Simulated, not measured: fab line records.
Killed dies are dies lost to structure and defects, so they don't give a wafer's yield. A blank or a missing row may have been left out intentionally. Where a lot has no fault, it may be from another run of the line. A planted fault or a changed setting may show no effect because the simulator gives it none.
Chamber matching -- flow rit cmos -- 4 sister chambers for RIT_CONTACT_ETCH_11 on rie diel-01
The step etches SiO2 in CHF3/CF4/Ar, stops on TiSi2, target depth 480 nm, time 320 s. 4 wafers are shown with their chamber, then 9 later ones without.

== WAFERS PAIRED WITH THEIR CHAMBERS ==
wafer,chamber,drypump motor current A (A)
L324.1,0,5.2
L328.4,2,5.2
L331.2,1,6.6
L331.5,3,6.5

== WAFERS MISSING THEIR CHAMBER ==
wafer,drypump motor current A (A)
L332.1,6.4
L332.2,5.2
L332.6,6.7
L334.1,5.2
L334.2,6.5
L334.3,6.6
L336.2,6.4
L336.3,5.2
L336.4,6.7

== THE CHAMBER EACH PASSED THROUGH ==
wafer,from the rows above,in truth
L332.1,can't be placed: 3 or 1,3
L332.2,can't be placed: 0 or 2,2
L332.6,can't be placed: 1 or 3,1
L334.1,can't be placed: 0 or 2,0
L334.2,can't be placed: 3 or 1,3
L334.3,can't be placed: 1 or 3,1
L336.2,can't be placed: 3 or 1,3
L336.3,can't be placed: 0 or 2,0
L336.4,can't be placed: 1 or 3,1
0 of 9 placed correctly. These rows do not allow placing 9 (true chamber among the candidates in 9). 0 placed wrongly.
How it was worked out, from the rows above alone: a wafer's distance from a chamber is the root of the sum, over the readings, of the square of ((its reading less the chamber's mean) divided by the reading's scatter). The wafer belongs to the nearest chamber; if the next one is less than 2 further off, it can't be placed. The mean given for a chamber averages the wafers shown for that chamber. The scatter: with one shown wafer a chamber, the root of the mean of the squares of how far each hidden wafer lies from its nearest shown one.
